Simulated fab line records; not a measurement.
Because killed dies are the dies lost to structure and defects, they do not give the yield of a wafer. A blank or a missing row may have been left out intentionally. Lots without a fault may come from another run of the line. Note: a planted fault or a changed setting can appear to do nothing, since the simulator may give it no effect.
fab line records	flow rit-cmos
record lots=7	wafers=21	last-day=7
route steps=202 shown M1@184
lots untouched by any fault: they come from a run of this same line in which no faults occurred
start-h: the number of hours between the record's first day and the start of the first shown wafer of the lot	wait-h: time in hours since the lot's previous step	" the same as in the row above	L1.1+2: several wafers, shown together as one row	- value missing, or start not given	* or withheld: withheld	< > ~ a bound
route shown NAME@n: a module of which the file shows steps, and the number in the route of the first	usual: the fault-free wafers' mean and standard deviation	same: alike in all rows	chamber/n: place in a boat	sites: readings site by site	_std_site: standard deviation of those values	_edge_site: inner sites' mean taken away from outer sites' mean	radius-mm: how far each site lies from the wafer's centre	mask NAME#n: copy n	behind: the most recent tool/chamber to have shaped the wafer	hold: why the lot was held/for how many hours/how that ended	device: the transistor (n, p or np) that didn't switch	end of line: the route-end tests of the same wafers	step lacking rows: just its recipe	killed: dies lost to structure and defects at the first sort, not the wafer's yield	map: the dies of a wafer, with x for killed, . for not killed, _ for no die there
set.NAME: the setting the step ran with; set.NAME@STEP: the setting that earlier step ran with	model.NAME: the simulator's own value behind a step, which no gauge read
a table for each step, a row for each wafer; lots at some steps of the route
services: when a tool's chamber went out of use (start-h, in hours from the record's first day, below 0 if earlier), for how many hours, and the reason
## steps
# step RIT_M1_SPUTTER_00
# recipe material=Al	target-thk-nm=400	power-w=2000	chamber-pressure-pa=0.4	gas=Ar	time-s=500	substrate-temp-c=25
# usual throttle-valve-pct=29.8/0.96
lot.wafer	tool	chamber	start-h	wait-h	throttle-valve-pct
L858.2	pvd-sputter-02	-	88.28	0.0	30.7
L858.4	"	-	"	"	30.5
L858.5	"	-	"	"	30.6
L859.1	pvd-sputter-03	-	94.88	0.0	30.8
L859.5	"	-	"	"	29.1
L859.6	"	-	"	"	29.4
L860.1	pvd-sputter-02	-	103.31	0.0	31.1
L860.4	"	-	"	"	30.3
L860.5	"	-	"	"	30.2
L865.2	pvd-sputter-02	-	124.21	0.0	30.3
L865.5	"	-	"	"	30.7
L865.6	"	-	"	"	30.9
L867.1	pvd-sputter-02	-	134.79	0.0	30.2
L867.3	"	-	"	"	30.9
L867.4	"	-	"	"	30.9
L868.2	pvd-sputter-01	-	138.49	0.0	28.9
L868.3	"	-	"	"	27.4
L868.4	"	-	"	"	29.4
L871.1	pvd-sputter-02	-	154.51	0.0	30.7
L871.3	"	-	"	"	30.3
L871.6	"	-	"	"	30.1
# step RIT_M1_RS_MEAS_01
# recipe thk-meas-gauge=four-point-probe	reads=Al_of_M1_SPUTTER_00
# usual M1_AL_RS=0.0733/0.00099
lot.wafer	tool	chamber	start-h	wait-h	M1_AL_RS[ohm/sq]
L858.2	film-metro-03	-	88.59	0.2	0.0722
L858.4	"	-	"	"	0.0727
L858.5	"	-	"	"	0.0726
L859.1	film-metro-03	-	95.18	0.1	0.0746
L859.5	"	-	"	"	0.0753
L859.6	"	-	"	"	0.0735
L860.1	film-metro-04	-	103.60	0.1	0.0733
L860.4	"	-	"	"	0.0734
L860.5	"	-	"	"	0.0738
L865.2	film-metro-04	-	124.56	0.2	0.0739
L865.5	"	-	"	"	0.0740
L865.6	"	-	"	"	0.0737
L867.1	film-metro-04	-	135.08	0.1	0.0729
L867.3	"	-	"	"	0.0716
L867.4	"	-	"	"	0.0715
L868.2	film-metro-02	-	138.80	0.2	0.0727
L868.3	"	-	"	"	0.0739
L868.4	"	-	"	"	0.0735
L871.1	film-metro-02	-	154.80	0.1	0.0725
L871.3	"	-	"	"	0.0734
L871.6	"	-	"	"	0.0730
# step RIT_M1_THK_MEAS_02
# recipe thk-meas-gauge=xrf	reads=Al_of_M1_SPUTTER_00
# usual M1_AL_THK=413/6.5
lot.wafer	tool	chamber	start-h	wait-h	M1_AL_THK[nm]
L858.2	film-metro-03	-	88.70	0.1	422
L858.4	"	-	"	"	419
L858.5	"	-	"	"	420
L859.1	film-metro-03	-	95.30	0.1	407
L859.5	"	-	"	"	404
L859.6	"	-	"	"	414
L860.1	film-metro-04	-	103.72	0.1	415
L860.4	"	-	"	"	413
L860.5	"	-	"	"	410
L865.2	film-metro-04	-	124.67	0.1	409
L865.5	"	-	"	"	411
L865.6	"	-	"	"	410
L867.1	film-metro-04	-	135.20	0.1	412
L867.3	"	-	"	"	419
L867.4	"	-	"	"	421
L868.2	film-metro-02	-	138.91	0.1	418
L868.3	"	-	"	"	411
L868.4	"	-	"	"	413
L871.1	film-metro-02	-	154.92	0.1	417
L871.3	"	-	"	"	413
L871.6	"	-	"	"	413
# step RIT_M1_HMDS_03
# recipe prime-time-s=60	prime-temp-c=140
# step RIT_M1_COAT_04
# recipe resist=NOVOLAK	spin-rpm=2000	resist-thk-nm=1300
# step RIT_M1_SOFTBAKE_05
# recipe resist=NOVOLAK	temp-c=90	time-s=60
# step RIT_M1_EXPOSE_06
# recipe mask-id=M12	na=0.6	source-shape=conventional	sigma-outer=0.5	target-cd-nm=2600	dose-mj=250
# step RIT_M1_PEB_07
# recipe resist=NOVOLAK	temp-c=withheld	time-s=withheld
# step RIT_M1_DEVELOP_08
# recipe resist=NOVOLAK	develop-time-s=68	dev-temp-c=23
# step RIT_M1_CD_MEAS_09
# recipe target-cd-nm=2600
# usual cd-nm=2600.0/2.1
lot.wafer	tool	chamber	start-h	wait-h	cd-nm
L858.2	cd-sem-02	-	89.77	-	2600.4
L858.4	"	-	"	"	2601.0
L858.5	"	-	"	"	2600.0
L859.1	cd-sem-02	-	96.24	-	2600.1
L859.5	"	-	"	"	2602.0
L859.6	"	-	"	"	2600.0
L860.1	cd-sem-02	-	104.78	-	2599.7
L860.4	"	-	"	"	2601.5
L860.5	"	-	"	"	2601.5
L865.2	cd-sem-01	-	125.75	-	2601.2
L865.5	"	-	"	"	2599.3
L865.6	"	-	"	"	2601.1
L867.1	cd-sem-01	-	136.14	-	2602.1
L867.3	"	-	"	"	2600.8
L867.4	"	-	"	"	2603.2
L868.2	cd-sem-02	-	139.94	-	2601.6
L868.3	"	-	"	"	2600.1
L868.4	"	-	"	"	2599.7
L871.1	cd-sem-01	-	155.86	-	2600.6
L871.3	"	-	"	"	2602.6
L871.6	"	-	"	"	2604.4
# step RIT_M1_OVL_MEAS_10
# usual M1_OVL=0.9/1.4
lot.wafer	tool	chamber	start-h	wait-h	M1_OVL[nm]
L858.2	overlay-01	-	89.88	0.1	2.5
L858.4	"	-	"	"	1.9
L858.5	"	-	"	"	2.6
L859.1	overlay-01	-	96.36	0.1	-0.1
L859.5	"	-	"	"	-0.3
L859.6	"	-	"	"	0.6
L860.1	overlay-02	-	104.90	0.1	-0.7
L860.4	"	-	"	"	-2.1
L860.5	"	-	"	"	-1.3
L865.2	overlay-02	-	125.86	0.1	2.0
L865.5	"	-	"	"	0.9
L865.6	"	-	"	"	1.9
L867.1	overlay-01	-	136.26	0.1	0.7
L867.3	"	-	"	"	-0.1
L867.4	"	-	"	"	-1.0
L868.2	overlay-02	-	140.05	0.1	3.2
L868.3	"	-	"	"	1.1
L868.4	"	-	"	"	3.1
L871.1	overlay-01	-	155.98	0.1	1.1
L871.3	"	-	"	"	1.8
L871.6	"	-	"	"	-0.2
# step RIT_M1_HARDBAKE_11
# recipe resist=NOVOLAK	temp-c=140	time-s=120
# step RIT_M1_METAL_ETCH_12
# recipe stop-on=SiO2	chemistry=Cl2/BCl3	target=Al	time-s=165	over-etch-frac=0.5	pressure-mtorr=100	target-depth-a=6000	rf-w=250	Cl2_flow_sccm=60	bcl3-flow-sccm=50
# usual bcl3-flow-sccm=49.99/0.16	chamber-pressure-mTorr=100.00/0.099	drypump-motor-current-A=5.7/0.36	oes-product-au=0.784/0.013	over-etch-frac=0.5/0	throttle-valve-pct=8.31/0.1
lot.wafer	tool	chamber	start-h	wait-h	bcl3-flow-sccm	chamber-pressure-mTorr	drypump-motor-current-A	oes-product-au	over-etch-frac	rf-hours-counter-h	throttle-valve-pct	model.NOVOLAK_of_M1_COAT_04.thk-nm	model.SiO2_of_CONTACT_CVD_00.thk-nm
L858.2	rie-metal-01	1	90.16	0.2	-	-	-	-	-	-	-	1138	394.8
L858.4	"	1	"	"	-	-	-	-	-	-	-	1136	402.2
L858.5	"	1	"	"	-	-	-	-	-	-	-	1138	398.8
L859.1	rie-metal-03	0	96.64	0.2	-	-	-	-	-	-	-	1137	400.5
L859.5	"	1	"	"	-	-	-	-	-	-	-	1136	400.8
L859.6	"	0	"	"	-	-	-	-	-	-	-	1133	401.1
L860.1	rie-metal-04	0	105.19	0.2	-	-	-	-	-	-	-	1135	397.6
L860.4	"	1	"	"	-	-	-	-	-	-	-	1136	404.6
L860.5	"	1	"	"	-	-	-	-	-	-	-	1134	401.4
L865.2	rie-metal-03	1	126.14	0.2	49.84	99.82	5.9	0.792	0.5	5	8.34	797.8	364.8
L865.5	"	1	"	"	49.99	99.97	5.9	0.787	0.5	-	8.35	794.3	371.6
L865.6	"	0	"	"	50.16	99.93	5.5	0.795	0.5	-	8.19	800.1	370.8
L867.1	rie-metal-01	0	136.55	0.2	49.91	100.09	6.1	0.789	0.5	1	8.48	807.5	367.1
L867.3	"	0	"	"	50.08	100.06	6.1	0.793	0.5	-	8.47	806.2	356.8
L867.4	"	1	"	"	50.02	99.92	5.0	0.791	0.5	-	8.28	800.3	364.7
L868.2	rie-metal-03	1	140.33	0.2	50.03	99.97	6.0	0.786	0.5	5	8.34	798	361.9
L868.3	"	0	"	"	50.42	100.01	5.5	0.790	0.5	-	8.17	800.9	362.8
L868.4	"	1	"	"	50.15	100.18	5.9	0.786	0.5	-	8.33	797	370.7
L871.1	rie-metal-04	1	156.27	0.2	50.11	99.86	5.6	0.801	0.5	0	8.26	808.3	357
L871.3	"	0	"	"	49.72	100.02	6.0	0.796	0.5	-	8.32	803.4	359.2
L871.6	"	0	"	"	49.70	99.94	6.0	0.785	0.5	-	8.32	807.1	361.4
# step RIT_M1_STRIP_13
# recipe chemistry=nmp	resist=NOVOLAK	temp-c=80	time-s=600	dry=n2-spin
# step RIT_M1_STRIP_14
# recipe chemistry=O2	time-s=180	platen-temp-c=withheld	power-w=500	pressure-mtorr=4000	o2-flow-sccm=4000
# usual drypump-motor-current-A=5.6/0.41
lot.wafer	tool	chamber	start-h	wait-h	drypump-motor-current-A	rf-hours-counter-h
L858.2	plasma-asher-04	0	90.51	0.0	6.0	46
L858.4	"	0	"	"	6.0	-
L858.5	"	1	"	"	5.4	-
L859.1	plasma-asher-03	0	97.00	0.0	5.6	33
L859.5	"	0	"	"	5.6	-
L859.6	"	1	"	"	5.5	-
L860.1	plasma-asher-02	0	105.53	0.0	6.3	48
L860.4	"	0	"	"	6.2	-
L860.5	"	1	"	"	4.9	-
L865.2	plasma-asher-04	1	126.47	0.0	5.3	50
L865.5	"	0	"	"	6.0	-
L865.6	"	1	"	"	5.3	-
L867.1	plasma-asher-02	1	136.88	0.0	4.9	2
L867.3	"	0	"	"	6.2	-
L867.4	"	1	"	"	4.9	-
L868.2	plasma-asher-04	1	140.66	0.0	5.4	52
L868.3	"	1	"	"	5.3	-
L868.4	"	0	"	"	6.0	-
L871.1	plasma-asher-04	0	156.60	0.0	6.0	54
L871.3	"	1	"	"	5.3	-
L871.6	"	1	"	"	5.3	-
# step RIT_M1_CD_MEAS_90
# recipe target-cd-nm=2600
# usual cd-nm=2600.9/2.8
lot.wafer	tool	chamber	start-h	wait-h	cd-nm
L858.2	cd-sem-02	-	90.71	0.1	-
L858.4	"	-	"	"	-
L858.5	"	-	"	"	-
L859.1	cd-sem-02	-	97.17	0.1	-
L859.5	"	-	"	"	-
L859.6	"	-	"	"	-
L860.1	cd-sem-02	-	105.70	0.1	-
L860.4	"	-	"	"	-
L860.5	"	-	"	"	-
L865.2	cd-sem-02	-	126.67	0.1	2600.8
L865.5	"	-	"	"	2599.9
L865.6	"	-	"	"	2603.8
L867.1	cd-sem-01	-	137.06	0.1	2603.6
L867.3	"	-	"	"	2601.8
L867.4	"	-	"	"	2602.6
L868.2	cd-sem-02	-	140.86	0.1	2602.0
L868.3	"	-	"	"	2600.6
L868.4	"	-	"	"	2599.8
L871.1	cd-sem-02	-	156.78	0.1	2603.2
L871.3	"	-	"	"	2600.2
L871.6	"	-	"	"	2603.0
# step RIT_M1_ANNEAL_15
# recipe temp-c=450	time-s=1800	ambient=forming_gas_H2N2
# step RIT_M1_PROBE_99
# usual defect-limited-yield=97.4/1.2	killed_at_M0_to_M3=0.0/0.12	killed-at-contacts=0.0/0.22	killed-at-front-end=7/3.1	killed-dies=7/3.1	killed-on-rim=1.6/1.3	killed-open=3.5/2.2	killed-short=3.3/1.9	sort_bin_3_pad_short=0.1/0.21	sort_bin_5_function=1.4/0.81	sort_bin_6_memory=1.0/0.65	sort-n-pass=257/3.1	sort-yield-pct=97.4/1.2
# same gross-dies=264	killed_at_M4_up=0	killed-at-back-side=0	killed-at-other=0
lot.wafer	tool	chamber	start-h	wait-h	defect-limited-yield[%]	killed_at_M0_to_M3	killed-at-contacts	killed-at-front-end	killed-dies	killed-on-rim	killed-open	killed-short	sort_bin_3_pad_short[%]	sort_bin_5_function[%]	sort_bin_6_memory[%]	sort-n-pass	sort-yield-pct[%]
L858.2	prober-02	-	93.63	0.1	0	258	0	6	264	70	4	2	0	99.2	0.8	0	0
L858.4	prober-02	-	93.73	0.2	0	257	0	7	264	70	2	5	0.4	99.2	0.4	0	0
L858.5	prober-02	-	93.78	0.2	0	257	0	7	264	70	5	2	0	98.9	1.1	0	0
L859.1	prober-01	-	99.08	0.1	0	257	0	7	264	70	2	5	0	99.2	0.8	0	0
L859.5	prober-01	-	99.28	0.2	0	260	0	4	264	70	3	1	0	99.6	0.4	0	0
L859.6	prober-01	-	99.33	0.2	0	257	0	7	264	70	4	3	0	98.9	1.1	0	0
L860.1	prober-02	-	108.51	0.1	0	254	0	10	264	70	4	6	0.4	97.7	1.9	0	0
L860.4	prober-02	-	108.66	0.2	0	258	0	6	264	70	4	2	0	99.6	0.4	0	0
L860.5	prober-02	-	108.71	0.2	0	259	0	5	264	70	5	0	0	99.2	0.8	0	0
L865.2	prober-01	-	128.72	0.1	97.3	0	0	7	7	1	5	2	0	2.3	0.4	257	97.3
L865.5	prober-01	-	128.87	0.2	96.6	0	0	9	9	3	4	5	0.8	1.9	0.8	255	96.6
L865.6	prober-01	-	128.92	0.2	98.5	0	1	3	4	1	1	3	0	0.8	0.8	260	98.5
L867.1	prober-01	-	138.80	0.1	97.0	0	0	8	8	2	6	2	0	2.7	0.4	256	97.0
L867.3	prober-01	-	138.90	0.2	97.0	0	1	7	8	2	2	6	0.4	2.3	0.4	256	97.0
L867.4	prober-01	-	138.95	0.2	96.2	0	0	10	10	2	8	2	0	2.3	1.5	254	96.2
L868.2	prober-02	-	143.41	0.1	98.5	0	0	4	4	1	2	2	0	0.8	0.8	260	98.5
L868.3	prober-02	-	143.46	0.2	97.0	0	0	8	8	1	5	3	0	1.1	1.9	256	97.0
L868.4	prober-02	-	143.51	0.2	97.7	0	0	6	6	1	4	2	0.4	0.8	1.1	258	97.7
L871.1	prober-01	-	158.52	0.1	95.5	0	0	12	12	6	7	5	0.4	1.5	2.7	252	95.5
L871.3	prober-01	-	158.62	0.2	97.0	0	0	8	8	0	6	2	0.4	1.9	0.8	256	97.0
L871.6	prober-01	-	158.77	0.2	96.2	0	0	10	10	2	5	5	0	2.3	1.5	254	96.2
# killed by level:class
L858.2 M1:area-etch=258 REOX:geometric-particle:open=2 GATE:geometric-particle:short=1 GATE:geometric-particle:open=1 SILICIDE:geometric-particle:open=1 SILICIDE:geometric-particle:short=1
L858.4 M1:area-etch=257 GATE:geometric-particle:short=2 FOX1:geometric-particle:open=1 FOX1:geometric-particle:short=1 REOX:geometric-particle:open=1 REOX:geometric-particle:short=1 SILICIDE:geometric-particle:short=1
L858.5 M1:area-etch=257 GATE:geometric-particle:short=2 GATE:geometric-particle:open=2 REOX:geometric-particle:open=2 SPACER:geometric-particle:open=1
L859.1 M1:area-etch=257 REOX:geometric-particle:short=4 GATE:geometric-particle:short=1 REOX:geometric-particle:open=1 SILICIDE:geometric-particle:open=1
L859.5 M1:area-etch=260 REOX:geometric-particle:open=2 FOX1:geometric-particle:open=1 GATE:geometric-particle:short=1
L859.6 M1:area-etch=257 FOX1:geometric-particle:open=1 GATE:geometric-particle:open=1 REOX:geometric-particle:short=1 REOX:geometric-particle:open=1 SPACER:geometric-particle:short=1 SILICIDE:geometric-particle:open=1 SILICIDE:geometric-particle:short=1
L860.1 M1:area-etch=254 SPACER:geometric-particle:short=5 SPACER:geometric-particle:open=2 FOX2:geometric-particle:open=1 GATE:geometric-particle:short=1 GATE:geometric-particle:open=1
L860.4 M1:area-etch=258 GATE:geometric-particle:open=3 SPACER:geometric-particle:short=2 FOX1:geometric-particle:open=1
L860.5 M1:area-etch=259 GATE:geometric-particle:open=3 REOX:geometric-particle:open=1 SPACER:geometric-particle:open=1
L865.2 SPACER:geometric-particle:open=3 SPACER:geometric-particle:short=2 FOX2:geometric-particle:open=1 GATE:geometric-particle:open=1
L865.5 FOX1:geometric-particle:open=2 SILICIDE:geometric-particle:short=2 FOX1:geometric-particle:short=1 GATE:geometric-particle:short=1 SPACER:geometric-particle:short=1 SPACER:geometric-particle:open=1 SILICIDE:geometric-particle:open=1
L865.6 SILICIDE:geometric-particle:short=2 REOX:geometric-particle:open=1 CONTACT:geometric-particle:short=1
L867.1 SPACER:geometric-particle:open=3 GATE:geometric-particle:short=2 FOX1:geometric-particle:open=1 GATE:geometric-particle:open=1 REOX:geometric-particle:open=1
L867.3 REOX:geometric-particle:short=3 GATE:geometric-particle:short=1 GATE:geometric-particle:open=1 SPACER:geometric-particle:short=1 SILICIDE:geometric-particle:open=1 CONTACT:geometric-particle:short=1
L867.4 GATE:geometric-particle:open=3 FOX1:geometric-particle:open=2 SILICIDE:geometric-particle:open=2 GATE:geometric-particle:short=1 REOX:geometric-particle:open=1 SPACER:geometric-particle:short=1
L868.2 FOX1:geometric-particle:open=1 FOX1:geometric-particle:short=1 SPACER:geometric-particle:short=1 SILICIDE:geometric-particle:open=1
L868.3 GATE:geometric-particle:short=3 REOX:geometric-particle:open=2 FOX1:geometric-particle:open=1 GATE:geometric-particle:open=1 SILICIDE:geometric-particle:open=1
L868.4 GATE:geometric-particle:open=2 REOX:geometric-particle:short=2 FOX1:geometric-particle:open=1 SPACER:geometric-particle:open=1
L871.1 FOX2:geometric-particle:short=3 FOX2:geometric-particle:open=2 SILICIDE:geometric-particle:open=2 FOX1:geometric-particle:open=1 GATE:geometric-particle:short=1 GATE:geometric-particle:open=1 REOX:geometric-particle:open=1 REOX:geometric-particle:short=1
L871.3 FOX2:geometric-particle:open=3 SILICIDE:geometric-particle:open=2 REOX:geometric-particle:open=1 SPACER:geometric-particle:short=1 SILICIDE:geometric-particle:short=1
L871.6 SILICIDE:geometric-particle:short=3 FOX1:geometric-particle:open=2 REOX:geometric-particle:short=2 GATE:geometric-particle:open=1 REOX:geometric-particle:open=1 SPACER:geometric-particle:open=1
# map L858.2 (x killed, . not)
________xxxxxxx_______
_____xxxxxxxxxxxxx____
____xxxxxxxxxxxxxxx___
___xxxxxxxxxxxxxxxxx__
__xxxxxxxxxxxxxxxxxxx_
__xxxxxxxxxxxxxxxxxxx_
_xxxxxxxxxxxxxxxxxxxxx
_xxxxxxxxxxxxxxxxxxxxx
_xxxxxxxxxxxxxxxxxxxxx
_xxxxxxxxxxxxxxxxxxxxx
__xxxxxxxxxxxxxxxxxxx_
__xxxxxxxxxxxxxxxxxxx_
___xxxxxxxxxxxxxxxxx__
____xxxxxxxxxxxxxxx___
_____xxxxxxxxxxxxx____
________xxxxxxx_______
# map L859.1 (x killed, . not)
________xxxxxxx_______
_____xxxxxxxxxxxxx____
____xxxxxxxxxxxxxxx___
___xxxxxxxxxxxxxxxxx__
__xxxxxxxxxxxxxxxxxxx_
__xxxxxxxxxxxxxxxxxxx_
_xxxxxxxxxxxxxxxxxxxxx
_xxxxxxxxxxxxxxxxxxxxx
_xxxxxxxxxxxxxxxxxxxxx
_xxxxxxxxxxxxxxxxxxxxx
__xxxxxxxxxxxxxxxxxxx_
__xxxxxxxxxxxxxxxxxxx_
___xxxxxxxxxxxxxxxxx__
____xxxxxxxxxxxxxxx___
_____xxxxxxxxxxxxx____
________xxxxxxx_______
## services
tool	chamber	start-h	hours	kind
rie-metal-03	1	76.17	5.1	repair
plasma-asher-02	-	80.01	1.5	repair
plasma-asher-04	-	99.22	2.8	pm
plasma-asher-02	-	108.75	9.0	pm
plasma-asher-02	0	108.75	9.0	vent-cycle
plasma-asher-02	1	108.75	9.0	vent-cycle
plasma-asher-03	-	114.53	2.8	pm
plasma-asher-02	0	117.75	-	clean
plasma-asher-02	1	117.75	-	clean
rie-metal-01	-	127.01	1.3	repair
rie-metal-04	-	136.12	20.0	pm
rie-metal-04	0	136.12	20.0	vent-cycle
rie-metal-04	1	136.12	20.0	vent-cycle
rie-metal-01	0	136.95	4.2	repair
plasma-asher-02	-	137.37	1.0	repair
rie-metal-01	1	138.84	16.7	repair
rie-metal-04	0	156.12	-	clean
rie-metal-04	1	156.12	-	clean
## key
first-sign step=RIT_M1_METAL_ETCH_12	reading=tool-record	direction=missing
effect step=RIT_M1_CD_MEAS_90	reading=cd-nm	direction=missing
effect step=RIT_M1_PROBE_99	reading=killed_at_M0_to_M3	direction=up	sigmas=99+	usual=0.0	struck=257.4
model-effect step=RIT_M1_METAL_ETCH_12	value=NOVOLAK_of_M1_COAT_04.thk-nm	without=804.7	struck=1136
more-kills-born-at RIT_M1_METAL_ETCH_12@rie-metal-03=774	RIT_M1_METAL_ETCH_12@rie-metal-01=772	RIT_M1_METAL_ETCH_12@rie-metal-04=771
met-at RIT_M1_METAL_ETCH_12
struck-wafers L858.2,L858.4,L858.5,L859.1,L859.5,L859.6,L860.1,L860.4,L860.5
later-rows-left-out L858.2,L858.4,L858.5,L859.1,L859.5,L859.6,L860.1,L860.4,L860.5
fault kind=skipped-step-whole	tool=rie-metal-01,rie-metal-03,rie-metal-04	chamber=-	onset-h=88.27	steps=RIT_M1_METAL_ETCH_12	scope=struck-lots-only
# later-rows-left-out: the simulator's readings of these wafers behind a module that went badly wrong aren't trusted and aren't shown, but for the sort
